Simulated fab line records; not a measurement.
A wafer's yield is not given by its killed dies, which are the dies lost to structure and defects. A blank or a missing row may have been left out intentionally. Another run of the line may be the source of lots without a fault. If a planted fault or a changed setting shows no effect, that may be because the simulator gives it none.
Comparing a struck lot with a sound one ; flow rit_cmos ; 14 steps out of a route of 202
Sound: these wafers, L200.3, L200.5, L200.6. Wafers L209.2, L209.3, L209.4 were the ones struck. Last of all comes the cause.
For every step that has rows: the tool of each side, followed by ch and its chambers, followed by its first start. Under that, the readings that differ: sound wafers ; struck wafers ; difference of the means ; sigmas: that difference in standard deviations of wafers without a fault.
alike: words and numbers the same on both sides, and readings whose means are apart by under 2 such deviations; not compared: readings that were withheld, readings missing a value for some wafer, numbers with overlapping values and no deviation given by the record, and bounds like >300 which may hide the same value.
Wherever a step has rows on one side only, a row that says differs or no value, or a row with sigmas, the two part there. When numbers do not overlap yet have no deviation, they are printed without sigmas and do not part them. A reading missing from all wafers of one side parts the sides only when that side holds two or more wafers.

RIT_SILICIDE_RTA_06: time 10 s, ramp up 5 s, ramp down 10 s.
  sound on rtp_anneal-02 ch 0, day 3 14:06; struck on rtp_anneal-01 ch 0, day 5 11:40
  alike: anneal_temp_c_max, wafer_temp_C_max
RIT_CONTACT_CVD_00: deposits SiO2 from TEOS, target thk 400 nm, time 61 s.
  sound on pecvd-04 ch 1,2, day 3 14:08; struck on pecvd-02 ch 0,1,2, day 5 11:43
  alike: heater_power_w
RIT_CONTACT_THK_MEAS_01:
  sound on film_metro-03 at day 3 14:13; struck on film_metro-04 at day 5 11:47
  alike: CONTACT_TEOS_THK
then, 6 steps without rows for these wafers: RIT_CONTACT_HMDS_02 (prime time 60 s); RIT_CONTACT_COAT_03 (resist thk 1000 nm); RIT_CONTACT_SOFTBAKE_04 (time 60 s); RIT_CONTACT_EXPOSE_05 (exposes mask M11, target cd 1000 nm); RIT_CONTACT_PEB_06; RIT_CONTACT_DEVELOP_07 (develop time 120 s).
RIT_CONTACT_CD_MEAS_08: the cd target is 1000 nm.
  sound on cd_sem-01 at day 3 15:16; struck on cd_sem-02 at day 5 12:56
  alike: cd_nm
RIT_CONTACT_OVL_MEAS_09:
  sound on overlay-02 at day 3 15:21; struck on overlay-02 at day 5 13:03
  alike: CONTACT_OVL
then, 1 step without rows for these wafers: RIT_CONTACT_HARDBAKE_10 (time 60 s).
RIT_CONTACT_ETCH_11: etches SiO2 in CHF3/CF4/Ar, stops on TiSi2, target depth 480 nm, time 320 s.
  sound on rie_diel-04 ch 0,1,2, day 3 15:32; struck on rie_diel-04 ch 0,1,2, day 5 13:14
reading;sound;struck;difference;sigmas
model.etch.depth_nm (nm);396.1 398.6 400.5;286.9 281.5 279.7;-115.7;
model.CONTACT.feature_depth_nm (nm);396.1 398.6 400.5;286.9 281.5 279.7;-115.7;
model.NOVOLAK_of_CONTACT_COAT_03.thk_nm (nm);766.5 771.9 770.9;810.8 814 814.7;+43.4;
  alike: CHF3_flow_sccm, chamber_pressure_mTorr, drypump_motor_current_A, oes_product_au, throttle_valve_pct
  not compared: rf_hours_counter_h
RIT_CONTACT_STRIP_12: strips in O2, time 180 s.
  sound on plasma_asher-02 ch 0,1, day 3 15:47; struck on plasma_asher-03 ch 0,1, day 5 13:25
  alike: chamber_pressure_mTorr, drypump_motor_current_A
  not compared: rf_hours_counter_h

== WHERE THEY PART ==
Nowhere in this record.

WHY: what had been put in by the simulator
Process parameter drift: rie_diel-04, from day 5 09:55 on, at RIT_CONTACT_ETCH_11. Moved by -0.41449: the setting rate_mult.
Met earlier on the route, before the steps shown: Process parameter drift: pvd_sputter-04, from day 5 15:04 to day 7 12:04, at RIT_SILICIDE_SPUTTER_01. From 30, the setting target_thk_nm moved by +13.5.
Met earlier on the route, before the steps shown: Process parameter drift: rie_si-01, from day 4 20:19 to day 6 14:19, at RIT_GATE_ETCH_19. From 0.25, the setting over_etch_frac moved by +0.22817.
